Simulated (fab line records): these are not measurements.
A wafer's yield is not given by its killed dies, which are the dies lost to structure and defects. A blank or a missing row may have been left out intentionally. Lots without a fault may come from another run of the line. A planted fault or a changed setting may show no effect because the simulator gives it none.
fab line records | flow rit_cmos | part 1 of 2: steps 1 to 33 of 49
record lots=5 | wafers=15 | last_day=7
route steps=202 shown PWELL@40 WELLDRIVE@50 NWELL@51 NRETRO@53 PRETRO@64 GATE@75 FOX2@80
lots with no fault: from the same line, run without faults
start_h: hours from the record's first day to the start of the lot's first wafer shown | wait_h: how many hours have passed since the lot's step before this one | " identical to the entry in the row above | L1.1+2: several wafers, shown together as one row | - value missing, or start not given | * or withheld: withheld | < > ~ a bound
route shown NAME@n: a module of which the file shows steps, and the number in the route of the first | usual: average and standard deviation across the fault-free wafers | same: alike in all rows | chamber/n: place in a boat | sites: per-site readings | _std_site: how widely they spread, as a standard deviation | _edge_site: the outer-site mean with the inner-site mean subtracted | radius_mm: how far each site lies from the wafer's centre | mask NAME#n: copy n | behind: the last tool/chamber to shape the wafer | hold: why the lot was held/for how many hours/how that ended | device: whichever transistor did not switch (one of n, p or np) | end of line: the route-end tests of the same wafers | a step without rows: its recipe alone | killed: not the wafer's yield, but the dies lost to structure and defects at the first sort | map: a wafer's dies, x killed, . not, _ none there
set.NAME: the setting as run; set.NAME@STEP: as run at that earlier step | model.NAME: the simulator's own value behind a step, which no gauge read
lots at selected steps of the route; one table per step, one row per wafer
services: from which hour (start_h, from the record's first day; less than 0 if before it) a tool's chamber was out of use, for how many hours, and why
## steps
# step RIT_PWELL_COAT_01
# recipe resist=NOVOLAK | spin_rpm=2000 | resist_thk_nm=1300
lot.wafer  | tool           | chamber | start_h | wait_h
L079.1+3+6 | litho_track-04 | 0       | 47.86   | 0.1
L082.2+4+5 | litho_track-03 | 0       | 66.40   | 0.1
L088.1+4+6 | litho_track-01 | 0       | 91.92   | 0.1
L092.2+4+6 | litho_track-03 | 0       | 112.63  | 0.1
L095.3+4+6 | litho_track-04 | 0       | 126.18  | 0.1
# step RIT_PWELL_SOFTBAKE_02
# recipe resist=NOVOLAK | temp_c=89.22 | time_s=60
lot.wafer  | tool           | chamber | start_h | wait_h
L079.1+3+6 | litho_track-04 | 0       | 48.01   | 0.1
L082.2+4+5 | litho_track-03 | 0       | 66.55   | 0.1
L088.1+4+6 | litho_track-01 | 0       | 92.07   | 0.1
L092.2+4+6 | litho_track-03 | 0       | 112.78  | 0.1
L095.3+4+6 | litho_track-04 | 0       | 126.33  | 0.1
# step RIT_PWELL_EXPOSE_03
# recipe mask_id=M3 | na=0.57 | target_cd_nm=43700 | dose_mj=250
# usual stage_vel_mm_s=499.97/0.24
lot.wafer | tool             | chamber | start_h | wait_h | mask | stage_vel_mm_s
L079.1    | iline_stepper-02 | 0       | 48.16   | 0.1    | M3#0 | 499.94
L079.3    | "                | 0       | "       | "      | M3#0 | 500.17
L079.6    | "                | 0       | "       | "      | M3#0 | 500.19
L082.2    | iline_stepper-01 | 0       | 66.82   | 0.2    | M3#0 | 499.60
L082.4    | "                | 0       | "       | "      | M3#0 | 499.92
L082.5    | "                | 0       | "       | "      | M3#0 | 500.07
L088.1    | iline_stepper-02 | 0       | 92.22   | 0.1    | M3#0 | 499.85
L088.4    | "                | 0       | "       | "      | M3#0 | 500.12
L088.6    | "                | 0       | "       | "      | M3#0 | 500.03
L092.2    | iline_stepper-02 | 0       | 112.92  | 0.1    | M3#0 | 499.94
L092.4    | "                | 0       | "       | "      | M3#0 | 499.97
L092.6    | "                | 0       | "       | "      | M3#0 | 500.22
L095.3    | iline_stepper-02 | 0       | 126.59  | 0.2    | M3#0 | 500.13
L095.4    | "                | 0       | "       | "      | M3#0 | 499.90
L095.6    | "                | 0       | "       | "      | M3#0 | 500.14
# step RIT_PWELL_PEB_04
# recipe resist=NOVOLAK | temp_c=withheld | time_s=withheld
lot.wafer  | tool           | chamber | start_h | wait_h
L079.1+3+6 | litho_track-01 | 0       | 48.31   | 0.1
L082.2+4+5 | litho_track-04 | 0       | 66.94   | 0.1
L088.1+4+6 | litho_track-01 | 0       | 92.34   | 0.1
L092.2+4+6 | litho_track-03 | 0       | 113.04  | 0.1
L095.3+4+6 | litho_track-04 | 0       | 126.72  | 0.1
# step RIT_PWELL_DEVELOP_05
# recipe resist=NOVOLAK | develop_time_s=68 | dev_temp_c=23
# usual developer_temp_C=22.99/0.11
lot.wafer | tool           | chamber | start_h | wait_h | developer_temp_C
L079.1    | litho_track-01 | 0       | -       | -      | 22.92
L079.3    | "              | 0       | "       | "      | 23.05
L079.6    | "              | 0       | "       | "      | 22.99
L082.2    | litho_track-04 | 0       | -       | -      | 23.01
L082.4    | "              | 0       | "       | "      | 22.78
L082.5    | "              | 0       | "       | "      | 22.91
L088.1    | litho_track-01 | 0       | -       | -      | 23.11
L088.4    | "              | 0       | "       | "      | 22.96
L088.6    | "              | 0       | "       | "      | 23.05
L092.2    | litho_track-03 | 0       | -       | -      | 22.96
L092.4    | "              | 0       | "       | "      | 22.98
L092.6    | "              | 0       | "       | "      | 22.89
L095.3    | litho_track-04 | 0       | -       | -      | 23.22
L095.4    | "              | 0       | "       | "      | 23.15
L095.6    | "              | 0       | "       | "      | 23.07
# step RIT_PWELL_OVL_MEAS_06
# usual PWELL_OVL=-0.4/1.6
lot.wafer | tool       | chamber | start_h | wait_h | PWELL_OVL[nm]
L079.1    | overlay-02 | -       | 48.63   | -      | 0.1
L079.3    | "          | -       | "       | "      | -0.3
L079.6    | "          | -       | "       | "      | -1.2
L082.2    | overlay-01 | -       | 67.24   | -      | 0.2
L082.4    | "          | -       | "       | "      | 0.5
L082.5    | "          | -       | "       | "      | 0.1
L088.1    | overlay-01 | -       | 92.65   | -      | 3.2
L088.4    | "          | -       | "       | "      | 3.4
L088.6    | "          | -       | "       | "      | 2.6
L092.2    | overlay-01 | -       | 113.34  | -      | 0.1
L092.4    | "          | -       | "       | "      | -0.3
L092.6    | "          | -       | "       | "      | 0.7
L095.3    | overlay-01 | -       | 127.00  | -      | -1.6
L095.4    | "          | -       | "       | "      | -2.0
L095.6    | "          | -       | "       | "      | -2.0
# step RIT_PWELL_HARDBAKE_07
# recipe resist=NOVOLAK | temp_c=140 | time_s=120
lot.wafer  | tool           | chamber | start_h | wait_h
L079.1+3+6 | litho_track-03 | 0       | 48.66   | 0.0
L082.2+4+5 | litho_track-01 | 0       | 67.31   | 0.1
L088.1+4+6 | litho_track-04 | 0       | 92.69   | 0.0
L092.2+4+6 | litho_track-03 | 0       | 113.41  | 0.1
L095.3+4+6 | litho_track-01 | 0       | 127.11  | 0.1
# step RIT_PWELL_IMPLANT_08
# recipe species=B | energy_kev=170 | dose_cm2=7e+13 | tilt_deg=7
# usual tilt_deg=6.998/0.017
# same implant_ion_amu=11
lot.wafer | tool         | chamber | start_h | wait_h | tilt_deg
L079.1    | implanter-04 | 0       | 48.91   | 0.2    | 6.990
L079.3    | "            | 0       | "       | "      | 6.978
L079.6    | "            | 0       | "       | "      | 6.973
L082.2    | implanter-01 | 0       | 67.54   | 0.2    | 7.020
L082.4    | "            | 0       | "       | "      | 6.997
L082.5    | "            | 0       | "       | "      | 7.005
L088.1    | implanter-01 | 0       | 92.94   | 0.2    | 7.005
L088.4    | "            | 0       | "       | "      | 7.028
L088.6    | "            | 0       | "       | "      | 7.027
L092.2    | implanter-02 | 0       | 113.64  | 0.2    | 7.020
L092.4    | "            | 0       | "       | "      | 7.017
L092.6    | "            | 0       | "       | "      | 7.001
L095.3    | implanter-01 | 0       | 127.32  | 0.2    | 7.016
L095.4    | "            | 0       | "       | "      | 6.963
L095.6    | "            | 0       | "       | "      | 6.964
# step RIT_PWELL_STRIP_09
# recipe chemistry=O2 | time_s=180 | resist=NOVOLAK | platen_temp_c=withheld | power_w=500 | pressure_mtorr=4000 | o2_flow_sccm=4000
# usual drypump_motor_current_A=5.4/0.5
lot.wafer | tool            | chamber | start_h | wait_h | drypump_motor_current_A | rf_hours_counter_h
L079.1    | plasma_asher-01 | 1       | 49.06   | 0.1    | 4.9                     | 42
L079.3    | "               | 1       | "       | "      | 4.8                     | -
L079.6    | "               | 1       | "       | "      | 4.8                     | -
L082.2    | plasma_asher-03 | 0       | 67.67   | 0.1    | 5.7                     | 43
L082.4    | "               | 1       | "       | "      | 4.9                     | -
L082.5    | "               | 1       | "       | "      | 4.9                     | -
L088.1    | plasma_asher-01 | 1       | 93.09   | 0.1    | 4.8                     | 47
L088.4    | "               | 0       | "       | "      | 5.4                     | -
L088.6    | "               | 1       | "       | "      | 4.8                     | -
L092.2    | plasma_asher-04 | 0       | 113.77  | 0.1    | 6.2                     | 47
L092.4    | "               | 0       | "       | "      | 6.2                     | -
L092.6    | "               | 1       | "       | "      | 5.0                     | -
L095.3    | plasma_asher-04 | 0       | 127.48  | 0.1    | 6.2                     | -
L095.4    | "               | 1       | "       | "      | 5.0                     | -
L095.6    | "               | 1       | "       | "      | 5.0                     | -
# step RIT_PWELL_TW_MEAS_10
# usual PWELL_TW=946/5.5
lot.wafer | tool          | chamber | start_h | wait_h | PWELL_TW
L079.1    | film_metro-01 | -       | 49.24   | 0.1    | 949
L079.3    | "             | -       | "       | "      | 944
L079.6    | "             | -       | "       | "      | 945
L082.2    | film_metro-01 | -       | 67.85   | 0.1    | 946
L082.4    | "             | -       | "       | "      | 939
L082.5    | "             | -       | "       | "      | 945
L088.1    | film_metro-01 | -       | 93.27   | 0.1    | 959
L088.4    | "             | -       | "       | "      | 960
L088.6    | "             | -       | "       | "      | 954
L092.2    | film_metro-03 | -       | 113.95  | 0.1    | 945
L092.4    | "             | -       | "       | "      | 948
L092.6    | "             | -       | "       | "      | 949
L095.3    | film_metro-02 | -       | 127.62  | 0.1    | 946
L095.4    | "             | -       | "       | "      | 949
L095.6    | "             | -       | "       | "      | 944
# step RIT_WELLDRIVE_ANNEAL_00
# recipe temp_c=1100 | time_s=14700 | ambient=N2
lot.wafer  | tool       | chamber | start_h | wait_h
L079.1+3+6 | furnace-02 | 0       | 49.90   | 0.7
L082.2+4+5 | furnace-01 | 0       | 68.89   | 1.0
L088.1+4+6 | furnace-01 | 0       | 94.50   | 1.2
L092.2+4+6 | furnace-01 | 0       | 114.00  | 0.0
L095.3+4+6 | furnace-01 | 0       | 127.93  | 0.3
# step RIT_WELLDRIVE_RS_MEAS_01
# recipe thk_meas_gauge=four-point-probe
# usual NWELL_RS=276.2/0.94
lot.wafer | tool          | chamber | start_h | wait_h | NWELL_RS[ohm/sq]
L079.1    | film_metro-01 | -       | 54.99   | 0.0    | 275.5
L079.3    | "             | -       | "       | "      | 275.4
L079.6    | "             | -       | "       | "      | 274.6
L082.2    | film_metro-03 | -       | 73.99   | 0.0    | 275.4
L082.4    | "             | -       | "       | "      | 276.2
L082.5    | "             | -       | "       | "      | 276.2
L088.1    | film_metro-02 | -       | 99.58   | 0.0    | 276.1
L088.4    | "             | -       | "       | "      | 276.3
L088.6    | "             | -       | "       | "      | 276.1
L092.2    | film_metro-02 | -       | 119.11  | 0.0    | 275.7
L092.4    | "             | -       | "       | "      | 275.5
L092.6    | "             | -       | "       | "      | 276.3
L095.3    | film_metro-03 | -       | 133.05  | 0.0    | 276.4
L095.4    | "             | -       | "       | "      | 277.1
L095.6    | "             | -       | "       | "      | 275.9
# step RIT_WELLDRIVE_RS_MEAS_02
# recipe thk_meas_gauge=four-point-probe
# usual PWELL_RS=430.1/1.3
lot.wafer | tool          | chamber | start_h | wait_h | PWELL_RS[ohm/sq]
L079.1    | film_metro-01 | -       | 55.11   | 0.1    | 429.0
L079.3    | "             | -       | "       | "      | 429.6
L079.6    | "             | -       | "       | "      | 430.1
L082.2    | film_metro-03 | -       | 74.11   | 0.1    | 433.4
L082.4    | "             | -       | "       | "      | 431.5
L082.5    | "             | -       | "       | "      | 430.2
L088.1    | film_metro-02 | -       | 99.70   | 0.1    | 427.9
L088.4    | "             | -       | "       | "      | 429.2
L088.6    | "             | -       | "       | "      | 430.5
L092.2    | film_metro-02 | -       | 119.23  | 0.1    | 429.4
L092.4    | "             | -       | "       | "      | 430.1
L092.6    | "             | -       | "       | "      | 428.5
L095.3    | film_metro-03 | -       | 133.17  | 0.1    | 430.6
L095.4    | "             | -       | "       | "      | 428.7
L095.6    | "             | -       | "       | "      | 430.2
# step RIT_NRETRO_HMDS_00
# recipe prime_time_s=60 | prime_temp_c=140
lot.wafer  | tool           | chamber | start_h | wait_h
L079.1+3+6 | litho_track-03 | 0       | 55.23   | 0.1
L082.2+4+5 | litho_track-02 | 0       | 74.24   | 0.1
L088.1+4+6 | litho_track-03 | 0       | 99.82   | 0.1
L092.2+4+6 | litho_track-01 | 0       | 119.35  | 0.1
L095.3+4+6 | litho_track-01 | 0       | 133.30  | 0.1
# step RIT_NRETRO_COAT_01
# recipe resist=NOVOLAK | spin_rpm=2000 | resist_thk_nm=1300
lot.wafer  | tool           | chamber | start_h | wait_h
L079.1+3+6 | litho_track-03 | 0       | 55.38   | 0.1
L082.2+4+5 | litho_track-02 | 0       | 74.39   | 0.1
L088.1+4+6 | litho_track-03 | 0       | 99.97   | 0.1
L092.2+4+6 | litho_track-01 | 0       | 119.50  | 0.1
L095.3+4+6 | litho_track-01 | 0       | 133.45  | 0.1
# step RIT_NRETRO_SOFTBAKE_02
# recipe resist=NOVOLAK | temp_c=90 | time_s=60
lot.wafer  | tool           | chamber | start_h | wait_h
L079.1+3+6 | litho_track-03 | 0       | 55.53   | 0.1
L082.2+4+5 | litho_track-02 | 0       | 74.54   | 0.1
L088.1+4+6 | litho_track-03 | 0       | 100.12  | 0.1
L092.2+4+6 | litho_track-01 | 0       | 119.65  | 0.1
L095.3+4+6 | litho_track-01 | 0       | 133.60  | 0.1
# step RIT_NRETRO_EXPOSE_03
# recipe mask_id=M4 | na=0.57 | target_cd_nm=43900 | dose_mj=250
# usual stage_vel_mm_s=500.07/0.23
lot.wafer | tool             | chamber | start_h | wait_h | mask | stage_vel_mm_s
L079.1    | iline_stepper-02 | 0       | 55.68   | 0.1    | M4#0 | 500.20
L079.3    | "                | 0       | "       | "      | M4#0 | 500.18
L079.6    | "                | 0       | "       | "      | M4#0 | 500.24
L082.2    | iline_stepper-01 | 0       | 74.81   | 0.2    | M4#0 | 499.93
L082.4    | "                | 0       | "       | "      | M4#0 | 500.01
L082.5    | "                | 0       | "       | "      | M4#0 | 500.03
L088.1    | iline_stepper-01 | 0       | 100.40  | 0.2    | M4#0 | 500.17
L088.4    | "                | 0       | "       | "      | M4#0 | 499.86
L088.6    | "                | 0       | "       | "      | M4#0 | 500.30
L092.2    | iline_stepper-02 | 0       | 119.80  | 0.1    | M4#0 | 500.07
L092.4    | "                | 0       | "       | "      | M4#0 | 499.70
L092.6    | "                | 0       | "       | "      | M4#0 | 500.35
L095.3    | iline_stepper-01 | 0       | 133.74  | 0.1    | M4#0 | 499.84
L095.4    | "                | 0       | "       | "      | M4#0 | 499.37
L095.6    | "                | 0       | "       | "      | M4#0 | 499.58
# step RIT_NRETRO_PEB_04
# recipe resist=NOVOLAK | temp_c=withheld | time_s=withheld
lot.wafer  | tool           | chamber | start_h | wait_h
L079.1+3+6 | litho_track-03 | 0       | 55.79   | 0.1
L082.2+4+5 | litho_track-02 | 0       | 74.93   | 0.1
L088.1+4+6 | litho_track-01 | 0       | 100.51  | 0.1
L092.2+4+6 | litho_track-01 | 0       | 119.92  | 0.1
L095.3+4+6 | litho_track-02 | 0       | 134.00  | 0.2
# step RIT_NRETRO_DEVELOP_05
# recipe resist=NOVOLAK | develop_time_s=68 | dev_temp_c=23
# usual developer_temp_C=22.99/0.11
lot.wafer | tool           | chamber | start_h | wait_h | developer_temp_C
L079.1    | litho_track-03 | 0       | -       | -      | 22.88
L079.3    | "              | 0       | "       | "      | 22.89
L079.6    | "              | 0       | "       | "      | 23.06
L082.2    | litho_track-02 | 0       | -       | -      | 22.93
L082.4    | "              | 0       | "       | "      | 23.05
L082.5    | "              | 0       | "       | "      | 22.85
L088.1    | litho_track-01 | 0       | -       | -      | 22.94
L088.4    | "              | 0       | "       | "      | 23.04
L088.6    | "              | 0       | "       | "      | 22.97
L092.2    | litho_track-01 | 0       | -       | -      | 23.00
L092.4    | "              | 0       | "       | "      | 22.85
L092.6    | "              | 0       | "       | "      | 22.92
L095.3    | litho_track-02 | 0       | -       | -      | 23.11
L095.4    | "              | 0       | "       | "      | 23.09
L095.6    | "              | 0       | "       | "      | 22.82
# step RIT_NRETRO_OVL_MEAS_06
# usual NRETRO_OVL=0.8/1.2
lot.wafer | tool       | chamber | start_h | wait_h | NRETRO_OVL[nm]
L079.1    | overlay-02 | -       | 56.11   | -      | 1.5
L079.3    | "          | -       | "       | "      | 1.4
L079.6    | "          | -       | "       | "      | 2.4
L082.2    | overlay-01 | -       | 75.22   | -      | -0.3
L082.4    | "          | -       | "       | "      | 1.2
L082.5    | "          | -       | "       | "      | -1.7
L088.1    | overlay-02 | -       | 100.83  | -      | -0.8
L088.4    | "          | -       | "       | "      | 0.0
L088.6    | "          | -       | "       | "      | 0.8
L092.2    | overlay-01 | -       | 120.21  | -      | 0.3
L092.4    | "          | -       | "       | "      | 0.7
L092.6    | "          | -       | "       | "      | 0.0
L095.3    | overlay-02 | -       | 134.28  | -      | 2.9
L095.4    | "          | -       | "       | "      | -0.7
L095.6    | "          | -       | "       | "      | 0.1
# step RIT_NRETRO_HARDBAKE_07
# recipe resist=NOVOLAK | temp_c=140 | time_s=120
lot.wafer  | tool           | chamber | start_h | wait_h
L079.1+3+6 | litho_track-03 | 0       | 56.14   | 0.0
L082.2+4+5 | litho_track-01 | 0       | 75.29   | 0.1
L088.1+4+6 | litho_track-01 | 0       | 100.86  | 0.0
L092.2+4+6 | litho_track-03 | 0       | 120.28  | 0.1
L095.3+4+6 | litho_track-01 | 0       | 134.43  | 0.2
# step RIT_NRETRO_IMPLANT_08
# recipe species=P | energy_kev=69.49 | dose_cm2=1e+13 | tilt_deg=7
# usual tilt_deg=6.995/0.019
# same implant_ion_amu=31
lot.wafer | tool         | chamber | start_h | wait_h | tilt_deg
L079.1    | implanter-01 | 0       | 56.39   | 0.2    | 7.005
L079.3    | "            | 0       | "       | "      | 6.966
L079.6    | "            | 0       | "       | "      | 6.993
L082.2    | implanter-01 | 0       | 75.53   | 0.2    | 6.967
L082.4    | "            | 0       | "       | "      | 6.975
L082.5    | "            | 0       | "       | "      | 6.960
L088.1    | implanter-02 | 0       | 101.11  | 0.2    | 6.993
L088.4    | "            | 0       | "       | "      | 7.020
L088.6    | "            | 0       | "       | "      | 6.969
L092.2    | implanter-01 | 0       | 120.52  | 0.2    | 7.013
L092.4    | "            | 0       | "       | "      | 6.960
L092.6    | "            | 0       | "       | "      | 7.013
L095.3    | implanter-03 | 0       | 134.65  | 0.2    | 6.970
L095.4    | "            | 0       | "       | "      | 7.008
L095.6    | "            | 0       | "       | "      | 6.989
# step RIT_NRETRO_STRIP_09
# recipe chemistry=O2 | time_s=180 | resist=NOVOLAK | platen_temp_c=withheld | power_w=500 | pressure_mtorr=4000 | o2_flow_sccm=4000
# usual drypump_motor_current_A=5.6/0.57
lot.wafer | tool            | chamber | start_h | wait_h | drypump_motor_current_A | rf_hours_counter_h
L079.1    | plasma_asher-03 | 1       | 56.54   | 0.1    | 4.9                     | 42
L079.3    | "               | 0       | "       | "      | 5.7                     | -
L079.6    | "               | 1       | "       | "      | 4.9                     | -
L082.2    | plasma_asher-04 | 0       | 75.65   | 0.1    | 6.2                     | 44
L082.4    | "               | 0       | "       | "      | 6.1                     | -
L082.5    | "               | 1       | "       | "      | 5.0                     | -
L088.1    | plasma_asher-03 | 0       | 101.26  | 0.1    | 5.7                     | 47
L088.4    | "               | 0       | "       | "      | 5.7                     | -
L088.6    | "               | 0       | "       | "      | 5.7                     | -
L092.2    | plasma_asher-04 | 1       | 120.64  | 0.1    | 5.0                     | 48
L092.4    | "               | 1       | "       | "      | 5.0                     | -
L092.6    | "               | 0       | "       | "      | 6.2                     | -
L095.3    | plasma_asher-04 | 1       | 134.81  | 0.1    | 5.0                     | -
L095.4    | "               | 0       | "       | "      | 6.2                     | -
L095.6    | "               | 1       | "       | "      | 5.0                     | -
# step RIT_NRETRO_TW_MEAS_10
# usual NRETRO_TW=1048/6.1
lot.wafer | tool          | chamber | start_h | wait_h | NRETRO_TW
L079.1    | film_metro-04 | -       | 56.72   | 0.1    | 1050
L079.3    | "             | -       | "       | "      | 1054
L079.6    | "             | -       | "       | "      | 1059
L082.2    | film_metro-02 | -       | 75.84   | 0.1    | 1043
L082.4    | "             | -       | "       | "      | 1045
L082.5    | "             | -       | "       | "      | 1043
L088.1    | film_metro-02 | -       | 101.44  | 0.1    | 1036
L088.4    | "             | -       | "       | "      | 1035
L088.6    | "             | -       | "       | "      | 1039
L092.2    | film_metro-04 | -       | 120.83  | 0.1    | 1052
L092.4    | "             | -       | "       | "      | 1050
L092.6    | "             | -       | "       | "      | 1050
L095.3    | film_metro-04 | -       | 134.95  | 0.1    | 1046
L095.4    | "             | -       | "       | "      | 1052
L095.6    | "             | -       | "       | "      | 1039
# step RIT_PRETRO_HMDS_00
# recipe prime_time_s=60 | prime_temp_c=140
lot.wafer  | tool           | chamber | start_h | wait_h
L079.1+3+6 | litho_track-04 | 0       | 56.78   | 0.1
L082.2+4+5 | litho_track-04 | 0       | 75.91   | 0.1
L088.1+4+6 | litho_track-04 | 0       | 101.50  | 0.1
L092.2+4+6 | litho_track-02 | 0       | 120.90  | 0.1
L095.3+4+6 | litho_track-04 | 0       | 135.04  | 0.1
# step RIT_PRETRO_COAT_01
# recipe resist=NOVOLAK | spin_rpm=2000 | resist_thk_nm=1300
lot.wafer  | tool           | chamber | start_h | wait_h
L079.1+3+6 | litho_track-04 | 0       | 56.93   | 0.1
L082.2+4+5 | litho_track-04 | 0       | 76.06   | 0.1
L088.1+4+6 | litho_track-04 | 0       | 101.65  | 0.1
L092.2+4+6 | litho_track-02 | 0       | 121.05  | 0.1
L095.3+4+6 | litho_track-04 | 0       | 135.19  | 0.1
# step RIT_PRETRO_SOFTBAKE_02
# recipe resist=NOVOLAK | temp_c=90 | time_s=60
lot.wafer  | tool           | chamber | start_h | wait_h
L079.1+3+6 | litho_track-04 | 0       | 57.08   | 0.1
L082.2+4+5 | litho_track-04 | 0       | 76.21   | 0.1
L088.1+4+6 | litho_track-04 | 0       | 101.80  | 0.1
L092.2+4+6 | litho_track-02 | 0       | 121.20  | 0.1
L095.3+4+6 | litho_track-04 | 0       | 135.34  | 0.1
# step RIT_PRETRO_EXPOSE_03
# recipe mask_id=M5 | na=0.57 | target_cd_nm=43700 | dose_mj=250
# usual stage_vel_mm_s=499.94/0.23
lot.wafer | tool             | chamber | start_h | wait_h | mask | stage_vel_mm_s
L079.1    | iline_stepper-02 | 0       | 57.23   | 0.1    | M5#0 | 499.92
L079.3    | "                | 0       | "       | "      | M5#0 | 500.32
L079.6    | "                | 0       | "       | "      | M5#0 | 500.09
L082.2    | iline_stepper-02 | 0       | 76.48   | 0.2    | M5#0 | 499.95
L082.4    | "                | 0       | "       | "      | M5#0 | 499.78
L082.5    | "                | 0       | "       | "      | M5#0 | 499.69
L088.1    | iline_stepper-02 | 0       | 102.07  | 0.2    | M5#0 | 499.96
L088.4    | "                | 0       | "       | "      | M5#0 | 499.73
L088.6    | "                | 0       | "       | "      | M5#0 | 500.05
L092.2    | iline_stepper-02 | 0       | 121.35  | 0.1    | M5#0 | 499.70
L092.4    | "                | 0       | "       | "      | M5#0 | 500.01
L092.6    | "                | 0       | "       | "      | M5#0 | 500.20
L095.3    | iline_stepper-01 | 0       | 135.47  | 0.1    | M5#0 | 500.26
L095.4    | "                | 0       | "       | "      | M5#0 | 500.04
L095.6    | "                | 0       | "       | "      | M5#0 | 500.26
# step RIT_PRETRO_PEB_04
# recipe resist=NOVOLAK | temp_c=withheld | time_s=withheld
lot.wafer  | tool           | chamber | start_h | wait_h
L079.1+3+6 | litho_track-03 | 0       | 57.34   | 0.1
L082.2+4+5 | litho_track-02 | 0       | 76.60   | 0.1
L088.1+4+6 | litho_track-03 | 0       | 102.19  | 0.1
L092.2+4+6 | litho_track-02 | 0       | 121.47  | 0.1
L095.3+4+6 | litho_track-03 | 0       | 135.60  | 0.1
# step RIT_PRETRO_DEVELOP_05
# recipe resist=NOVOLAK | develop_time_s=68 | dev_temp_c=23
# usual developer_temp_C=22.99/0.088
lot.wafer | tool           | chamber | start_h | wait_h | developer_temp_C
L079.1    | litho_track-03 | 0       | -       | -      | 23.01
L079.3    | "              | 0       | "       | "      | 23.13
L079.6    | "              | 0       | "       | "      | 23.13
L082.2    | litho_track-02 | 0       | -       | -      | 22.98
L082.4    | "              | 0       | "       | "      | 22.91
L082.5    | "              | 0       | "       | "      | 22.91
L088.1    | litho_track-03 | 0       | -       | -      | 22.92
L088.4    | "              | 0       | "       | "      | 22.74
L088.6    | "              | 0       | "       | "      | 22.90
L092.2    | litho_track-02 | 0       | -       | -      | 22.93
L092.4    | "              | 0       | "       | "      | 23.03
L092.6    | "              | 0       | "       | "      | 22.99
L095.3    | litho_track-03 | 0       | -       | -      | 23.06
L095.4    | "              | 0       | "       | "      | 22.91
L095.6    | "              | 0       | "       | "      | 23.17
# step RIT_PRETRO_OVL_MEAS_06
# usual PRETRO_OVL=-1.2/1.5
lot.wafer | tool       | chamber | start_h | wait_h | PRETRO_OVL[nm]
L079.1    | overlay-01 | -       | 57.66   | -      | -3.4
L079.3    | "          | -       | "       | "      | -3.8
L079.6    | "          | -       | "       | "      | -2.9
L082.2    | overlay-02 | -       | 76.90   | -      | -0.4
L082.4    | "          | -       | "       | "      | -0.2
L082.5    | "          | -       | "       | "      | -0.4
L088.1    | overlay-01 | -       | 102.50  | -      | -4.7
L088.4    | "          | -       | "       | "      | -3.4
L088.6    | "          | -       | "       | "      | -3.1
L092.2    | overlay-02 | -       | 121.76  | -      | -1.8
L092.4    | "          | -       | "       | "      | -2.4
L092.6    | "          | -       | "       | "      | -1.0
L095.3    | overlay-01 | -       | 135.88  | -      | -1.8
L095.4    | "          | -       | "       | "      | -2.4
L095.6    | "          | -       | "       | "      | -1.3
# step RIT_PRETRO_HARDBAKE_07
# recipe resist=NOVOLAK | temp_c=140 | time_s=120
lot.wafer  | tool           | chamber | start_h | wait_h
L079.1+3+6 | litho_track-02 | 0       | 57.69   | 0.0
L082.2+4+5 | litho_track-04 | 0       | 76.97   | 0.1
L088.1+4+6 | litho_track-04 | 0       | 102.68  | 0.2
L092.2+4+6 | litho_track-04 | 0       | 121.83  | 0.1
L095.3+4+6 | litho_track-03 | 0       | 135.98  | 0.1
# step RIT_PRETRO_IMPLANT_08
# recipe species=B | energy_kev=45.71 | dose_cm2=1.2e+13 | tilt_deg=7
# usual tilt_deg=7.003/0.021
# same implant_ion_amu=11
lot.wafer | tool         | chamber | start_h | wait_h | tilt_deg
L079.1    | implanter-03 | 0       | 57.94   | 0.2    | 7.026
L079.3    | "            | 0       | "       | "      | 7.019
L079.6    | "            | 0       | "       | "      | 7.007
L082.2    | implanter-02 | 0       | 77.20   | 0.2    | 6.995
L082.4    | "            | 0       | "       | "      | 7.011
L082.5    | "            | 0       | "       | "      | 7.002
L088.1    | implanter-02 | 0       | 102.93  | 0.2    | 6.992
L088.4    | "            | 0       | "       | "      | 6.999
L088.6    | "            | 0       | "       | "      | 7.020
L092.2    | implanter-02 | 0       | 122.07  | 0.2    | 7.005
L092.4    | "            | 0       | "       | "      | 6.959
L092.6    | "            | 0       | "       | "      | 7.006
L095.3    | implanter-04 | 0       | 136.20  | 0.2    | 7.025
L095.4    | "            | 0       | "       | "      | 7.011
L095.6    | "            | 0       | "       | "      | 7.028
